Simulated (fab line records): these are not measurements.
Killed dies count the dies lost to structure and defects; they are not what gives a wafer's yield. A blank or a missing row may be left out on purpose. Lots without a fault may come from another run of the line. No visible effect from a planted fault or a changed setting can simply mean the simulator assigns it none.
fab line records ; flow rit_cmos
[record] lots = 14; wafers = 42; last_day = 7
route steps=202 shown ACTIVE@2
lots with no fault: from the same line, run without faults
start_h: the number of hours between the record's first day and the start of the first shown wafer of the lot ; wait_h: time in hours since the lot's previous step ; " same as the row above ; L1.1+2: a single row standing in for several wafers ; - no value present, or no start provided ; * or withheld: withheld ; < > ~ a bound
route shown NAME@n: names a module that has steps shown in the file, with the first one's number in the route ; usual: the fault-free wafers' mean and standard deviation ; same: alike in all rows ; chamber/n: place in a boat ; sites: the reading at each site ; _std_site: the values' standard deviation ; _edge_site: mean of outer sites minus mean of inner sites ; radius_mm: for every site, how far away it sits from the centre of the wafer ; mask NAME#n: copy n ; behind: the last tool/chamber to shape the wafer ; hold: why the lot went on hold/how many hours it stayed there/how the hold came to an end ; device: whichever transistor did not switch (one of n, p or np) ; end of line: the route-end tests of the same wafers ; for a step that has no rows: nothing shown but its recipe ; killed: dies lost to structure and defects at the first sort, not the wafer's yield ; map: the dies of a wafer, with x for killed, . for not killed, _ for no die there
set.NAME: the setting as run; set.NAME@STEP: as run at that earlier step ; model.NAME: the simulator's own value behind a step, which no gauge read
the route's steps for a sample of lots (tables are steps, rows are wafers)
services: a tool's chamber out of use, with start hour (start_h, from the record's first day; less than 0 if before it), hours out, and reason
[[steps]]
[step RIT_ACTIVE_OXIDATION_01]
[recipe] temp_c = 1000; ambient = O2; target_thk_a = 468; ox_time_s = 3360
[usual] spike_tc_centre_C = 1001.8/2; spike_tc_load_C = 1029.0/2.6; spike_tc_source_C = 1021.7/1.5; tube_center_temp_C = 1000/0.099; tube_center_temp_C_max = 1002.5/0.39; zone_power_centre_pct = 44/4.7; zone_power_load_pct = 33.8/0.53
lot.wafer;tool;chamber;start_h;wait_h;spike_tc_centre_C;spike_tc_load_C;spike_tc_source_C;tube_center_temp_C;tube_center_temp_C_max;zone_power_centre_pct;zone_power_load_pct
L668.2;furnace-03;0;15.72;0.7;1000.4;1032.3;1019.0;999.89;1002.4;47;34.4
L668.3;furnace-03;0;15.72;0.7;1000.1;1031.9;1021.2;999.98;1002.1;47;33.6
L668.5;furnace-03;0;15.72;0.7;1000.0;1032.0;1020.8;1000;1002.2;46;33.7
L670.2;furnace-04;0;26.04;1.0;1003.9;1026.2;1022.8;999.95;1003.3;38;33.2
L670.4;furnace-04;0;26.04;1.0;1002.6;1026.2;1023.1;1000.1;1002.4;38;33.9
L670.5;furnace-04;0;26.04;1.0;1004.3;1028.1;1021.8;999.9;1002.1;38;33.9
L671.1;furnace-04;0;30.52;0.5;1004.6;1028.8;1021.7;999.9;1002.5;38;33.9
L671.3;furnace-04;0;30.52;0.5;1005.4;1027.5;1021.8;999.9;1002.4;38;33.8
L671.6;furnace-04;0;30.52;0.5;1003.4;1025.7;1023.1;999.94;1003.3;39;33.6
L672.2;furnace-04;0;35.26;0.2;1005.5;1025.5;1022.6;999.95;1002.2;39;33.7
L672.3;furnace-04;0;35.26;0.2;1003.7;1027.4;1022.8;1000.2;1002.3;38;33.8
L672.5;furnace-04;0;35.26;0.2;1003.6;1028.0;1022.3;999.9;1002.5;38;33.7
L673.1;furnace-04;0;40.12;0.1;1030.3;1052.5;1048.5;1025.1;1027.2;40;35.9
L673.2;furnace-04;0;40.12;0.1;1028.3;1052.6;1047.3;1025;1027.7;40;36.1
L673.4;furnace-04;0;40.12;0.1;1029.3;1054.3;1048.2;1025;1027.3;39;36.0
L674.2;furnace-04;0;45.12;0.1;1028.1;1052.5;1047.9;1025.1;1027.2;39;36.2
L674.3;furnace-04;0;45.12;0.1;1029.2;1053.5;1047.1;1025.1;1027.4;40;36.0
L674.6;furnace-04;0;45.12;0.1;1029.8;1051.6;1048.1;1025.1;1027.9;39;36.0
L676.2;furnace-03;0;57.65;2.6;998.5;1030.5;1020.2;999.94;1002.3;46;34.0
L676.5;furnace-03;0;57.65;2.6;1000.9;1031.2;1021.2;999.95;1002.1;47;34.1
L676.6;furnace-03;0;57.65;2.6;1000.2;1031.7;1019.5;999.89;1002.1;47;33.8
L684.1;furnace-03;0;95.47;0.5;1001.7;1030.4;1020.3;1000.1;1003.8;47;34.0
L684.3;furnace-03;0;95.47;0.5;999.5;1030.8;1020.1;999.94;1002.0;47;34.8
L684.4;furnace-03;0;95.47;0.5;999.0;1030.8;1021.3;1000.1;1002.6;47;34.4
L685.1;furnace-03;0;100.45;0.4;1000.9;1031.2;1021.8;999.9;1001.9;46;34.2
L685.4;furnace-03;0;100.45;0.4;1000.6;1031.4;1023.4;1000;1002.2;47;34.6
L685.5;furnace-03;0;100.45;0.4;1001.1;1031.6;1021.9;999.91;1003.2;47;33.3
L686.2;furnace-04;0;105.73;0.7;1004.0;1026.1;1023.1;1000;1002.8;38;34.4
L686.4;furnace-04;0;105.73;0.7;1003.9;1026.0;1021.5;1000;1002.2;38;33.7
L686.5;furnace-04;0;105.73;0.7;1003.0;1025.1;1022.7;1000.1;1002.4;38;33.5
L687.1;furnace-03;0;110.20;0.2;998.9;1030.9;1020.9;999.94;1002.5;47;34.2
L687.5;furnace-03;0;110.20;0.2;1000.5;1029.9;1020.6;1000.1;1002.7;46;33.5
L687.6;furnace-03;0;110.20;0.2;998.3;1031.9;1019.3;999.88;1002.1;47;33.9
L688.1;furnace-03;0;116.61;1.6;1000.4;1031.9;1020.5;1000;1002.2;47;34.1
L688.2;furnace-03;0;116.61;1.6;998.7;1032.5;1020.2;1000;1002.7;48;34.0
L688.5;furnace-03;0;116.61;1.6;1001.0;1032.3;1021.1;999.98;1002.4;47;34.1
L689.1;furnace-03;0;121.37;1.3;999.1;1031.9;1021.1;999.82;1002.0;46;33.6
L689.3;furnace-03;0;121.37;1.3;999.9;1031.7;1020.4;1000;1003.0;46;34.7
L689.6;furnace-03;0;121.37;1.3;1000.1;1031.3;1019.8;1000.1;1002.3;47;34.4
L690.1;furnace-01;0;125.12;0.1;1002.2;1026.6;1023.8;1000.1;1002.6;52;33.4
L690.5;furnace-01;0;125.12;0.1;1004.0;1027.1;1024.5;1000;1002.1;51;32.7
L690.6;furnace-01;0;125.12;0.1;1001.7;1026.2;1022.9;1000;1003.2;52;32.0
[step RIT_ACTIVE_THK_MEAS_02]
[recipe] reads = SiO2_of_ACTIVE_OXIDATION_01
[usual] ACTIVE_OXIDE_THK = 47.0/0.93
lot.wafer;tool;chamber;start_h;wait_h;ACTIVE_OXIDE_THK[nm]
L668.2;film_metro-04;-;17.67;0.0;48.1
L668.3;film_metro-04;-;17.67;0.0;47.8
L668.5;film_metro-04;-;17.67;0.0;47.7
L670.2;film_metro-04;-;27.98;0.0;48.8
L670.4;film_metro-04;-;27.98;0.0;48.6
L670.5;film_metro-04;-;27.98;0.0;48.5
L671.1;film_metro-03;-;32.46;0.0;47.2
L671.3;film_metro-03;-;32.46;0.0;47.0
L671.6;film_metro-03;-;32.46;0.0;47.2
L672.2;film_metro-04;-;37.20;0.0;47.9
L672.3;film_metro-04;-;37.20;0.0;47.7
L672.5;film_metro-04;-;37.20;0.0;47.7
L673.1;film_metro-02;-;42.05;0.0;58.2
L673.2;film_metro-02;-;42.05;0.0;58.7
L673.4;film_metro-02;-;42.05;0.0;59.2
L674.2;film_metro-02;-;47.06;0.0;59.8
L674.3;film_metro-02;-;47.06;0.0;59.6
L674.6;film_metro-02;-;47.06;0.0;60.3
L676.2;film_metro-04;-;59.59;0.0;46.7
L676.5;film_metro-04;-;59.59;0.0;46.1
L676.6;film_metro-04;-;59.59;0.0;45.8
L684.1;film_metro-02;-;97.40;0.0;45.8
L684.3;film_metro-02;-;97.40;0.0;46.0
L684.4;film_metro-02;-;97.40;0.0;45.5
L685.1;film_metro-03;-;102.39;0.0;47.4
L685.4;film_metro-03;-;102.39;0.0;46.3
L685.5;film_metro-03;-;102.39;0.0;47.2
L686.2;film_metro-02;-;107.68;0.0;48.1
L686.4;film_metro-02;-;107.68;0.0;47.9
L686.5;film_metro-02;-;107.68;0.0;48.1
L687.1;film_metro-04;-;112.14;0.0;47.2
L687.5;film_metro-04;-;112.14;0.0;46.8
L687.6;film_metro-04;-;112.14;0.0;46.5
L688.1;film_metro-04;-;118.54;0.0;45.8
L688.2;film_metro-04;-;118.54;0.0;44.5
L688.5;film_metro-04;-;118.54;0.0;45.7
L689.1;film_metro-03;-;123.30;0.0;45.7
L689.3;film_metro-03;-;123.30;0.0;45.3
L689.6;film_metro-03;-;123.30;0.0;44.9
L690.1;film_metro-04;-;127.05;0.0;46.7
L690.5;film_metro-04;-;127.05;0.0;47.0
L690.6;film_metro-04;-;127.05;0.0;47.0
[[services]]
tool;chamber;start_h;hours;kind
furnace-03;-;-6.39;1.8;pm
furnace-04;-;-1.54;3.8;pm
furnace-01;-;54.79;3.6;pm
furnace-04;-;63.47;2.3;pm
furnace-04;-;85.53;4.5;pm
[[key]]
[first_sign] step = RIT_ACTIVE_OXIDATION_01; reading = tube_center_temp_C; direction = up; sigmas = 99+; usual = *; struck = *
[effect] step = RIT_ACTIVE_OXIDATION_01; reading = tube_center_temp_C_max; direction = up; sigmas = 64; usual = *; struck = *
[effect] step = RIT_ACTIVE_THK_MEAS_02; reading = ACTIVE_OXIDE_THK; direction = up; sigmas = 13; usual = 47.0; struck = 59.3
met_at RIT_ACTIVE_OXIDATION_01
struck_lots L673,L674
tester_left_out L673,L674
onset_between 35.26 40.12
[fault] kind = process_parameter_drift; tool = furnace-04; chamber = -; onset_h = 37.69; steps = RIT_ACTIVE_OXIDATION_01; channel = temp_c; offset = *; shape = step; end_h = 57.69; acts_in = *; stated = *
// tester_left_out: of these lots the tester's yield and bins aren't shown, on N5 and GAA mostly nor the transistor test; their killed dies are dies lost to structure and defects alone, not to doping, threshold or leakage, so they don't give the yield
